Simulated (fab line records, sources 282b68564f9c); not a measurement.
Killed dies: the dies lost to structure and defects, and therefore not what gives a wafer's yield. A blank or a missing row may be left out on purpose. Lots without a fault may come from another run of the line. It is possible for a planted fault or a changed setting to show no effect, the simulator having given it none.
fab line records	flow rit_cmos
record: lots: 5	wafers: 23
route steps=202 shown ACTIVE@4 NWELL@36 PWELL@46 WELLDRIVE@50 GATE@81 NLDD@105 NSD@132 PSD@143 SDANNEAL@155 CONTACT@168
start_h: hours from the record's first day to the start of the lot's first wafer shown	wait_h: hours since the lot's step before	" repeats the value in the row above	L1.1+2: a single row standing in for several wafers	- no value, or no start given	* or withheld: withheld	< > ~ a bound
route shown NAME@n: NAME is a module with steps in the file, n the number in the route of the first one	usual: mean/standard deviation taken from wafers without a fault	same: alike in all rows	chamber/n: place in a boat	sites: each site's reading	_std_site: the values' standard deviation	_edge_site: mean of outer sites minus mean of inner sites	radius_mm: for every site, how far away it sits from the centre of the wafer	mask NAME#n: copy n	behind: tool/chamber where the wafer was last shaped	hold: cause of the lot's hold/its duration in hours/its outcome	device: transistor that didn't switch, given as n, p or np	end of line: at the end of the route, the tests of the same wafers	a step without rows: its recipe alone	killed: dies lost to structure and defects at the first sort, not the wafer's yield	map: shows each die of a wafer: x if killed, . if not, _ if none is there
set.NAME: the setting as run; set.NAME@STEP: as run at that earlier step	model.NAME: the simulator's own value behind a step, which no gauge read
lots where settings were altered on purpose, with a table for each step and a row for each wafer
== steps ==
step: RIT_ACTIVE_CVD_03
recipe: material: Si3N4	target_thk_nm: 150	temp_c: 810	precursor: SiH2Cl2/NH3	time_s: 1500	pressure_mtorr: 300	sih2cl2_flow_sccm: 60	nh3_flow_sccm: 150
lot.wafer	tool	chamber	start_h	wait_h	set.pressure_mtorr	model.Si3N4_of_ACTIVE_CVD_03.thk_nm
L076.1	lpcvd-02	1	22.11	0.1	300	151.2
L076.3	"	1	"	"	300	149.9
L076.6	"	1	"	"	300	151.6
L079.1	-	-	-	0.1	343.6	157.5
L079.2+4	"	-	"	"	343.6	158
L079.5+6	"	-	"	"	343.6	157.3
L081.1	-	-	-	0.1	300	147.2
L081.2+3	"	-	"	"	300	148.8
L081.4	"	-	"	"	300	147.8
L081.5	"	-	"	"	300	148.2
L084.1	-	-	-	0.1	331.4	155.1
L084.2	"	-	"	"	331.4	155.6
L084.3	"	-	"	"	331.4	154.5
L084.5	"	-	"	"	331.4	153.3
L084.6	"	-	"	"	331.4	154.4
L085.2	-	-	-	0.0	342	155.4
L085.3	"	-	"	"	342	155.7
L085.4	"	-	"	"	342	154.2
L085.5	"	-	"	"	342	154.6
L085.6	"	-	"	"	342	156.1
step: RIT_ACTIVE_COAT_06
recipe: resist: NOVOLAK	spin_rpm: 3250	resist_thk_nm: 1000
lot.wafer	tool	chamber	start_h	wait_h	set.resist_thk_nm	model.NOVOLAK_of_ACTIVE_COAT_06.thk_nm
L076.1	litho_track-03	0	23.74	0.1	1000	1004
L076.3	"	0	"	"	1000	1001
L076.6	"	0	"	"	1000	1003
L079.1+2+4	litho_track-02	0	40.78	0.1	1000	1006
L079.5	"	0	"	"	1000	1002
L079.6	"	0	"	"	1000	1007
L081.1	litho_track-03	0	48.83	0.1	975.4	976.3
L081.2	"	0	"	"	1000	999.8
L081.3	"	0	"	"	975.4	975.9
L081.4	"	0	"	"	1000	1000
L081.5	"	0	"	"	975.4	977.6
L084.1	litho_track-02	0	63.74	0.1	975.5	974.2
L084.2	"	0	"	"	975.5	970.7
L084.3	"	0	"	"	1000	995.6
L084.5	"	0	"	"	1000	995.7
L084.6	"	0	"	"	1000	994.6
L085.2	litho_track-04	0	68.77	0.1	1000	999.5
L085.3	"	0	"	"	1000	999.6
L085.4	"	0	"	"	964.7	966.4
L085.5	"	0	"	"	1000	997.7
L085.6	"	0	"	"	964.7	964.8
step: RIT_ACTIVE_SOFTBAKE_07
recipe: resist: NOVOLAK	temp_c: 90	time_s: 60
step: RIT_ACTIVE_EXPOSE_08
recipe: mask_id: M1	na: 0.6	source_shape: conventional	sigma_outer: 0.6	target_cd_nm: 1400	dose_mj: 219.9
step: RIT_ACTIVE_DEVELOP_10
recipe: resist: NOVOLAK	develop_time_s: 52.45	dev_temp_c: 23
step: RIT_ACTIVE_HARDBAKE_12
recipe: resist: NOVOLAK	temp_c: 140	time_s: 60
lot.wafer	tool	chamber	start_h	wait_h	set.resist_thk_nm@ACTIVE_COAT_06	model.NOVOLAK_of_ACTIVE_COAT_06.thk_nm
L076.1	litho_track-03	0	24.68	0.1	1000	887.1
L076.3	"	0	"	"	1000	884.5
L076.6	"	0	"	"	1000	886.6
L079.1	litho_track-03	0	41.72	0.1	1000	889.1
L079.2	"	0	"	"	1000	889
L079.4	"	0	"	"	1000	888.8
L079.5	"	0	"	"	1000	885.3
L079.6	"	0	"	"	1000	889.9
L081.1	litho_track-04	0	49.85	0.1	975.4	863.1
L081.2	"	0	"	"	1000	883.6
L081.3	"	0	"	"	975.4	862.6
L081.4	"	0	"	"	1000	884.2
L081.5	"	0	"	"	975.4	864.2
L084.1	litho_track-02	0	64.68	0.1	975.5	861.2
L084.2	"	0	"	"	975.5	858.1
L084.3	"	0	"	"	1000	879.9
L084.5	"	0	"	"	1000	880
L084.6	"	0	"	"	1000	879.1
L085.2	litho_track-02	0	69.58	0.1	1000	883.3
L085.3	"	0	"	"	1000	883.5
L085.4	"	0	"	"	964.7	854.4
L085.5	"	0	"	"	1000	881.7
L085.6	"	0	"	"	964.7	853
step: RIT_NWELL_IMPLANT_08
recipe: species: P	energy_kev: 170	dose_cm2: 5e+13	tilt_deg: 7
lot.wafer	tool	chamber	start_h	wait_h	set.dose_cm2
L076.1+3+6	implanter-01	0	32.35	0.2	5e+13
L079.1+4+6	implanter-03	0	49.98	0.2	5e+13
L079.2+5	"	0	"	"	5.24e+13
L081.1+2+3+4+5	implanter-03	0	56.00	0.2	5e+13
L084.1+2+3+5+6	implanter-03	0	70.56	0.2	5e+13
L085.2+5+6	implanter-01	0	76.02	0.2	5.315e+13
L085.3+4	"	0	"	"	5e+13
step: RIT_PWELL_HARDBAKE_07
recipe: resist: NOVOLAK	temp_c: 140	time_s: 120
lot.wafer	tool	chamber	start_h	wait_h	set.temp_c
L076.1+3+6	litho_track-02	0	33.89	0.1	140
L079.1+4	litho_track-02	0	51.28	0.0	143.1
L079.2+5+6	"	0	"	"	140
L081.1+3	litho_track-03	0	57.43	0.0	140
L081.2+4+5	"	0	"	"	136.4
L084.1+5	litho_track-03	0	71.99	0.0	141.3
L084.2+3+6	"	0	"	"	140
L085.2+3+4	litho_track-03	0	77.60	0.2	140
L085.5+6	"	0	"	"	136.6
step: RIT_PWELL_IMPLANT_08
recipe: species: B	energy_kev: 170	dose_cm2: 7e+13	tilt_deg: 7
step: RIT_PWELL_STRIP_09
recipe: chemistry: O2	time_s: 180	resist: NOVOLAK	platen_temp_c: withheld	power_w: 490.3	pressure_mtorr: 4000	o2_flow_sccm: 4000
step: RIT_WELLDRIVE_ANNEAL_00
recipe: temp_c: 1100	time_s: 14700	ambient: N2
step: RIT_WELLDRIVE_RS_MEAS_01
recipe: thk_meas_gauge: four-point-probe
usual: NWELL_RS: 275.8/0.71
lot.wafer	tool	chamber	start_h	wait_h	set.dose_cm2@NWELL_IMPLANT_08	NWELL_RS[ohm/sq]
L076.1	film_metro-01	-	39.71	0.0	5e+13	276.2
L076.3	"	-	"	"	5e+13	277.0
L076.6	"	-	"	"	5e+13	276.3
L079.1	film_metro-02	-	57.29	0.0	5e+13	274.8
L079.2	"	-	"	"	5.24e+13	268.5
L079.4	"	-	"	"	5e+13	275.1
L079.5	"	-	"	"	5.24e+13	268.1
L079.6	"	-	"	"	5e+13	274.9
L081.1	film_metro-04	-	63.87	0.0	5e+13	276.6
L081.2	"	-	"	"	5e+13	275.7
L081.3	"	-	"	"	5e+13	276.4
L081.4	"	-	"	"	5e+13	275.8
L081.5	"	-	"	"	5e+13	276.2
L084.1	film_metro-04	-	77.70	0.0	5e+13	276.4
L084.2	"	-	"	"	5e+13	274.3
L084.3	"	-	"	"	5e+13	275.8
L084.5	"	-	"	"	5e+13	275.2
L084.6	"	-	"	"	5e+13	275.2
L085.2	film_metro-02	-	83.88	0.0	5.315e+13	267.0
L085.3	"	-	"	"	5e+13	277.7
L085.4	"	-	"	"	5e+13	276.2
L085.5	"	-	"	"	5.315e+13	266.6
L085.6	"	-	"	"	5.315e+13	266.7
step: RIT_GATE_OXIDATION_05
recipe: temp_c: 900	ambient: O2	target_thk_a: 30	ox_time_s: 270
lot.wafer	tool	chamber	start_h	wait_h	set.ox_time_s	model.SiO2_of_GATE_OXIDATION_05.thk_nm
L076.1	furnace-02	0	44.83	1.2	270	2.961
L076.3	"	0	"	"	270	3.037
L076.6	"	0	"	"	270	3.068
L079.1	-	-	-	0.1	252.1	2.868
L079.2	"	-	"	"	252.1	2.942
L079.4	"	-	"	"	252.1	2.92
L079.5	"	-	"	"	252.1	2.892
L079.6	"	-	"	"	252.1	2.934
L081.1	-	-	-	0.1	298.7	3.229
L081.2	"	-	"	"	298.7	3.295
L081.3	"	-	"	"	298.7	3.255
L081.4	"	-	"	"	298.7	3.223
L081.5	"	-	"	"	298.7	3.275
L084.1	-	-	-	0.1	238.2	2.83
L084.2	"	-	"	"	238.2	2.808
L084.3	"	-	"	"	238.2	2.863
L084.5	"	-	"	"	238.2	2.812
L084.6	"	-	"	"	238.2	2.822
L085.2	-	-	-	0.9	296.8	3.286
L085.3	"	-	"	"	296.8	3.26
L085.4	"	-	"	"	296.8	3.249
L085.5	"	-	"	"	296.8	3.273
L085.6	"	-	"	"	296.8	3.3
step: RIT_GATE_ANNEAL_06
recipe: temp_c: 900	time_s: 600	ambient: N2O
step: RIT_GATE_THK_MEAS_07
recipe: reads: SiO2_of_GATE_OXIDATION_05
usual: GATE_OXIDE_THK: 3.04/0.056
lot.wafer	tool	chamber	start_h	wait_h	set.ox_time_s@GATE_OXIDATION_05	GATE_OXIDE_THK[nm]
L076.1	film_metro-01	-	47.39	0.0	270	2.97
L076.3	"	-	"	"	270	3.03
L076.6	"	-	"	"	270	3.06
L079.1	film_metro-03	-	62.73	0.0	252.1	2.85
L079.2	"	-	"	"	252.1	2.97
L079.4	"	-	"	"	252.1	2.93
L079.5	"	-	"	"	252.1	2.84
L079.6	"	-	"	"	252.1	2.93
L081.1	film_metro-03	-	69.14	0.0	298.7	3.21
L081.2	"	-	"	"	298.7	3.30
L081.3	"	-	"	"	298.7	3.28
L081.4	"	-	"	"	298.7	3.23
L081.5	"	-	"	"	298.7	3.35
L084.1	film_metro-02	-	82.99	0.0	238.2	2.81
L084.2	"	-	"	"	238.2	2.77
L084.3	"	-	"	"	238.2	2.89
L084.5	"	-	"	"	238.2	2.86
L084.6	"	-	"	"	238.2	2.78
L085.2	film_metro-03	-	90.32	0.0	296.8	3.28
L085.3	"	-	"	"	296.8	3.28
L085.4	"	-	"	"	296.8	3.23
L085.5	"	-	"	"	296.8	3.25
L085.6	"	-	"	"	296.8	3.26
step: RIT_NLDD_SOFTBAKE_02
recipe: resist: NOVOLAK	temp_c: 90	time_s: 60
lot.wafer	tool	chamber	start_h	wait_h	set.temp_c	model.NOVOLAK_of_NLDD_COAT_01.thk_nm
L076.1	litho_track-01	0	54.30	0.1	90	1003
L076.3+6	"	0	"	"	90	1001
L079.1	litho_track-03	0	69.85	0.1	90	1004
L079.2	"	0	"	"	91.39	998.9
L079.4	"	0	"	"	90	1003
L079.5	"	0	"	"	91.39	997.4
L079.6	"	0	"	"	91.39	1000
L081.1	litho_track-02	0	76.80	0.1	90	998.2
L081.2	"	0	"	"	90	994.1
L081.3	"	0	"	"	93.51	985.9
L081.4	"	0	"	"	90	993.9
L081.5	"	0	"	"	93.51	987.2
L084.1	litho_track-02	0	89.96	0.1	90	997
L084.2	"	0	"	"	90	998
L084.3	"	0	"	"	90	999.1
L084.5	"	0	"	"	90	1000
L084.6	"	0	"	"	90	998.8
L085.2+6	litho_track-02	0	97.80	0.1	90	1001
L085.3	"	0	"	"	90	1003
L085.4	"	0	"	"	90	998.5
L085.5	"	0	"	"	90	1002
step: RIT_NSD_COAT_01
recipe: resist: NOVOLAK	spin_rpm: 3250	resist_thk_nm: 1000
lot.wafer	tool	chamber	start_h	wait_h	set.spin_rpm	model.NOVOLAK_of_NSD_COAT_01.thk_nm
L076.1	litho_track-03	0	59.64	0.1	3250	999.3
L076.3	"	0	"	"	3250	998.6
L076.6	"	0	"	"	3250	1001
L079.1	litho_track-02	0	75.42	0.1	3250	997.4
L079.2	"	0	"	"	3250	996.5
L079.4	"	0	"	"	3430	968.9
L079.5	"	0	"	"	3430	972.9
L079.6	"	0	"	"	3250	992.5
L081.1+2+4	litho_track-03	0	83.63	0.1	3250	1003
L081.3	"	0	"	"	3250	1005
L081.5	"	0	"	"	3250	1001
L084.1	litho_track-04	0	95.71	0.1	3250	1003
L084.2	"	0	"	"	3155	1020
L084.3+6	"	0	"	"	3250	1004
L084.5	"	0	"	"	3155	1018
L085.2	litho_track-04	0	103.33	0.1	3330	990.2
L085.3+4	"	0	"	"	3250	1003
L085.5	"	0	"	"	3330	988.3
L085.6	"	0	"	"	3250	1002
step: RIT_NSD_SOFTBAKE_02
recipe: resist: NOVOLAK	temp_c: 90	time_s: 60
lot.wafer	tool	chamber	start_h	wait_h	set.time_s
L076.1+3+6	litho_track-03	0	59.79	0.1	60
L079.1+2+4+5+6	litho_track-02	0	75.57	0.1	60
L081.1+3+4	litho_track-03	0	83.78	0.1	52.45
L081.2+5	"	0	"	"	60
L084.1+2+3+5+6	litho_track-04	0	95.86	0.1	60
L085.2+4+5	litho_track-04	0	103.48	0.1	51.79
L085.3+6	"	0	"	"	60
step: RIT_NSD_EXPOSE_03
recipe: mask_id: M9	na: 0.57	target_cd_nm: 40700	dose_mj: 250
step: RIT_NSD_PEB_04
recipe: resist: NOVOLAK	temp_c: withheld	time_s: withheld
step: RIT_NSD_DEVELOP_05
recipe: resist: NOVOLAK	develop_time_s: 50	dev_temp_c: 23
lot.wafer	tool	chamber	start_h	wait_h	set.spin_rpm@NSD_COAT_01	model.NOVOLAK_of_NSD_COAT_01.thk_nm
L076.1	litho_track-02	0	-	-	3250	999
L076.3	"	0	"	"	3250	998.2
L076.6	"	0	"	"	3250	1000
L079.1	litho_track-03	0	-	-	3250	997.1
L079.2	"	0	"	"	3250	996.2
L079.4	"	0	"	"	3430	968.5
L079.5	"	0	"	"	3430	972.5
L079.6	"	0	"	"	3250	992.2
L081.1+4	litho_track-03	0	-	-	3250	1005
L081.2	"	0	"	"	3250	1002
L081.3	"	0	"	"	3250	1007
L081.5	"	0	"	"	3250	1001
L084.1+6	litho_track-02	0	-	-	3250	1003
L084.2	"	0	"	"	3155	1019
L084.3	"	0	"	"	3250	1004
L084.5	"	0	"	"	3155	1018
L085.2	litho_track-02	0	-	-	3330	992.6
L085.3+6	"	0	"	"	3250	1002
L085.4	"	0	"	"	3250	1005
L085.5	"	0	"	"	3330	990.7
step: RIT_NSD_HARDBAKE_07
recipe: resist: NOVOLAK	temp_c: 140	time_s: 60
lot.wafer	tool	chamber	start_h	wait_h	set.spin_rpm@NSD_COAT_01	model.NOVOLAK_of_NSD_COAT_01.thk_nm
L076.1	litho_track-02	0	60.41	0.0	3250	883.2
L076.3	"	0	"	"	3250	882.5
L076.6	"	0	"	"	3250	884.5
L079.1	litho_track-04	0	76.29	0.0	3250	881.5
L079.2	"	0	"	"	3250	880.7
L079.4	"	0	"	"	3430	856.5
L079.5	"	0	"	"	3430	860
L079.6	"	0	"	"	3250	877.3
L081.1	litho_track-03	0	84.37	0.0	3250	886
L081.2	"	0	"	"	3250	886.2
L081.3	"	0	"	"	3250	888.3
L081.4	"	0	"	"	3250	886.4
L081.5	"	0	"	"	3250	884.7
L084.1	litho_track-04	0	96.57	0.0	3250	886.5
L084.2	"	0	"	"	3155	900.9
L084.3	"	0	"	"	3250	887.7
L084.5	"	0	"	"	3155	899.7
L084.6	"	0	"	"	3250	886.9
L085.2	litho_track-03	0	104.18	0.2	3330	875.2
L085.3	"	0	"	"	3250	886.1
L085.4	"	0	"	"	3250	886
L085.5	"	0	"	"	3330	873.5
L085.6	"	0	"	"	3250	885.8
step: RIT_PSD_COAT_01
recipe: resist: NOVOLAK	spin_rpm: 3250	resist_thk_nm: 1000
lot.wafer	tool	chamber	start_h	wait_h	set.spin_rpm	model.NOVOLAK_of_PSD_COAT_01.thk_nm
L076.1+6	litho_track-03	0	61.28	0.1	3250	1007
L076.3	"	0	"	"	3250	1009
L079.1	litho_track-03	0	76.97	0.1	3250	1002
L079.2	"	0	"	"	3250	1001
L079.4	"	0	"	"	3165	1014
L079.5	"	0	"	"	3250	1004
L079.6	"	0	"	"	3165	1015
L081.1	litho_track-03	0	85.05	0.1	3250	1001
L081.2	"	0	"	"	3088	1030
L081.3	"	0	"	"	3250	1003
L081.4	"	0	"	"	3088	1027
L081.5	"	0	"	"	3250	1000
L084.1	litho_track-04	0	97.25	0.1	3250	1002
L084.2	"	0	"	"	3250	1003
L084.3+5	"	0	"	"	3112	1025
L084.6	"	0	"	"	3250	1004
L085.2	litho_track-01	0	104.86	0.1	3250	1007
L085.3	"	0	"	"	3250	1004
L085.4	"	0	"	"	3250	1003
L085.5	"	0	"	"	3250	1002
L085.6	"	0	"	"	3250	1001
step: RIT_PSD_SOFTBAKE_02
recipe: resist: NOVOLAK	temp_c: 90	time_s: 60
step: RIT_PSD_EXPOSE_03
recipe: mask_id: M10	na: 0.57	target_cd_nm: 40900	dose_mj: 250
step: RIT_PSD_DEVELOP_05
recipe: resist: NOVOLAK	develop_time_s: 47.92	dev_temp_c: 23
step: RIT_PSD_HARDBAKE_07
recipe: resist: NOVOLAK	temp_c: 140	time_s: 60
lot.wafer	tool	chamber	start_h	wait_h	set.spin_rpm@PSD_COAT_01	model.NOVOLAK_of_PSD_COAT_01.thk_nm
L076.1	litho_track-03	0	62.14	0.0	3250	889.7
L076.3	"	0	"	"	3250	891.5
L076.6	"	0	"	"	3250	890.1
L079.1	litho_track-04	0	77.71	0.0	3250	885.5
L079.2	"	0	"	"	3250	884.9
L079.4	"	0	"	"	3165	896
L079.5	"	0	"	"	3250	887.7
L079.6	"	0	"	"	3165	896.5
L081.1	litho_track-03	0	85.91	0.0	3250	884.7
L081.2	"	0	"	"	3088	909.8
L081.3	"	0	"	"	3250	886.7
L081.4	"	0	"	"	3088	907.3
L081.5	"	0	"	"	3250	883.8
L084.1	litho_track-01	0	98.12	0.0	3250	885.7
L084.2	"	0	"	"	3250	886.3
L084.3	"	0	"	"	3112	905.2
L084.5	"	0	"	"	3112	905.9
L084.6	"	0	"	"	3250	886.9
L085.2	litho_track-03	0	105.73	0.0	3250	889.5
L085.3	"	0	"	"	3250	887
L085.4	"	0	"	"	3250	886.9
L085.5	"	0	"	"	3250	885.4
L085.6	"	0	"	"	3250	884.7
step: RIT_PSD_IMPLANT_08
recipe: species: BF2	energy_kev: 27	dose_cm2: 5e+15	tilt_deg: 7
lot.wafer	tool	chamber	start_h	wait_h	set.energy_kev	model.implant.drp_nm
L076.1+3+6	implanter-03	0	62.29	0.1	27	12.05
L079.1+2+4+5+6	implanter-03	0	77.86	0.1	27	12.05
L081.1+2+3+4+5	implanter-04	0	86.06	0.1	27	12.05
L084.1+5	implanter-02	0	98.27	0.1	27	12.05
L084.2+3+6	"	0	"	"	25.66	11.62
L085.2+3+4	implanter-02	0	105.88	0.1	27	12.05
L085.5+6	"	0	"	"	26.33	11.83
step: RIT_PSD_STRIP_09
recipe: chemistry: O2	time_s: 180	resist: NOVOLAK	platen_temp_c: withheld	power_w: 500	pressure_mtorr: 4000	o2_flow_sccm: 4000
step: RIT_SDANNEAL_CLEAN_02
recipe: chemistry: SC2	mix: 3:3:50	time_s: 600	temp_c: 75	dry: n2_spin
step: RIT_SDANNEAL_RTA_03
recipe: temp_c: 1050	time_s: 5	idle_temp_c: 600	ramp_up_c_per_s: 342	ramp_down_c_per_s: 171	cool_to_c: 600	ambient: N2
step: RIT_SDANNEAL_RS_MEAS_04
recipe: thk_meas_gauge: four-point-probe
usual: PSD_RS: 116.1/0.33
lot.wafer	tool	chamber	start_h	wait_h	set.energy_kev@PSD_IMPLANT_08	PSD_RS[ohm/sq]
L076.1	film_metro-01	-	63.10	0.0	27	116.4
L076.3	"	-	"	"	27	116.1
L076.6	"	-	"	"	27	116.2
L079.1	film_metro-03	-	78.81	0.0	27	115.5
L079.2	"	-	"	"	27	115.5
L079.4	"	-	"	"	27	115.8
L079.5	"	-	"	"	27	115.4
L079.6	"	-	"	"	27	115.8
L081.1	film_metro-03	-	86.87	0.0	27	115.9
L081.2	"	-	"	"	27	115.8
L081.3	"	-	"	"	27	115.8
L081.4	"	-	"	"	27	115.7
L081.5	"	-	"	"	27	115.6
L084.1	film_metro-04	-	99.09	0.0	27	116.1
L084.2	"	-	"	"	25.66	119.0
L084.3	"	-	"	"	25.66	118.9
L084.5	"	-	"	"	27	116.2
L084.6	"	-	"	"	25.66	119.0
L085.2	film_metro-01	-	106.70	0.1	27	116.1
L085.3	"	-	"	"	27	116.4
L085.4	"	-	"	"	27	116.3
L085.5	"	-	"	"	26.33	117.4
L085.6	"	-	"	"	26.33	117.7
step: RIT_CONTACT_CVD_00
recipe: material: SiO2	target_thk_nm: 400	precursor: TEOS	temp_c: 390	time_s: 61	rf_w: 400
lot.wafer	tool	chamber	start_h	wait_h	set.rf_w	model.SiO2_of_CONTACT_CVD_00.thk_nm
L076.1	pecvd-02	1	64.10	0.1	400	403.9
L076.3	"	0	"	"	400	400.4
L076.6	"	0	"	"	400	405.3
L079.1	pecvd-02	1	79.81	0.1	400	-
L079.2+4	"	2,1	"	"	356.5	-
L079.5	"	2	"	"	356.5	385.4
L079.6	"	0	"	"	400	407.8
L081.1	pecvd-03	2	87.88	0.1	400	-
L081.2+3	"	1,0	"	"	444	-
L081.4	"	1	"	"	400	407.5
L081.5	"	2	"	"	444	427.6
L084.1	pecvd-03	1	100.13	0.1	387.3	393.8
L084.2	"	2	"	"	387.3	402.3
L084.3	"	0	"	"	400	400.4
L084.5	"	0	"	"	400	404
L084.6	"	1	"	"	400	403.8
L085.2+6	pecvd-02	0	107.72	0.0	377	-
L085.3	"	1	"	"	400	-
L085.4	"	2	"	"	377	387.7
L085.5	"	1	"	"	400	408.6
== key ==
split: step: RIT_ACTIVE_CVD_03	setting: pressure_mtorr	stated: 300	by: lot
response: step: RIT_ACTIVE_CVD_03	reading: model.Si3N4_of_ACTIVE_CVD_03.thk_nm	change: +0.511	per: 1%	r: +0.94
split: step: RIT_ACTIVE_COAT_06	setting: resist_thk_nm	stated: 1000	by: wafer
response: step: RIT_ACTIVE_COAT_06	reading: model.NOVOLAK_of_ACTIVE_COAT_06.thk_nm	change: +9.44	per: 1%	r: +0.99
response: step: RIT_ACTIVE_HARDBAKE_12	reading: model.NOVOLAK_of_ACTIVE_COAT_06.thk_nm	change: +8.27	per: 1%	r: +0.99
split: step: RIT_NWELL_IMPLANT_08	setting: dose_cm2	stated: 5e+13	by: wafer
response: step: RIT_WELLDRIVE_RS_MEAS_01	reading: NWELL_RS	change: -1.53	per: 1%	r: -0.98
split: step: RIT_PWELL_HARDBAKE_07	setting: temp_c	stated: 140	by: wafer
response none clear
split: step: RIT_GATE_OXIDATION_05	setting: ox_time_s	stated: 270	by: lot
response: step: RIT_GATE_OXIDATION_05	reading: model.SiO2_of_GATE_OXIDATION_05.thk_nm	change: +0.0202	per: 1%	r: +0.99
response: step: RIT_GATE_THK_MEAS_07	reading: GATE_OXIDE_THK	change: +0.0205	per: 1%	r: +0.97
split: step: RIT_NLDD_SOFTBAKE_02	setting: temp_c	stated: 90	by: wafer
response: step: RIT_NLDD_SOFTBAKE_02	reading: model.NOVOLAK_of_NLDD_COAT_01.thk_nm	change: -2.37	per: 1%	r: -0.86
split: step: RIT_NSD_COAT_01	setting: spin_rpm	stated: 3250	by: wafer
response: step: RIT_NSD_COAT_01	reading: model.NOVOLAK_of_NSD_COAT_01.thk_nm	change: -4.71	per: 1%	r: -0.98
response: step: RIT_NSD_DEVELOP_05	reading: model.NOVOLAK_of_NSD_COAT_01.thk_nm	change: -4.61	per: 1%	r: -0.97
response: step: RIT_NSD_HARDBAKE_07	reading: model.NOVOLAK_of_NSD_COAT_01.thk_nm	change: -4.12	per: 1%	r: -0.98
split: step: RIT_NSD_SOFTBAKE_02	setting: time_s	stated: 60	by: wafer
response none clear
split: step: RIT_PSD_COAT_01	setting: spin_rpm	stated: 3250	by: wafer
response: step: RIT_PSD_COAT_01	reading: model.NOVOLAK_of_PSD_COAT_01.thk_nm	change: -5.18	per: 1%	r: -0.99
response: step: RIT_PSD_HARDBAKE_07	reading: model.NOVOLAK_of_PSD_COAT_01.thk_nm	change: -4.53	per: 1%	r: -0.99
split: step: RIT_PSD_IMPLANT_08	setting: energy_kev	stated: 27	by: wafer
response: step: RIT_PSD_IMPLANT_08	reading: model.implant.drp_nm	change: +0.0854	per: 1%	r: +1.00
response: step: RIT_SDANNEAL_RS_MEAS_04	reading: PSD_RS	change: -0.561	per: 1%	r: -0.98
split: step: RIT_CONTACT_CVD_00	setting: rf_w	stated: 400	by: wafer
response: step: RIT_CONTACT_CVD_00	reading: model.SiO2_of_CONTACT_CVD_00.thk_nm	change: +2.09	per: 1%	r: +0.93
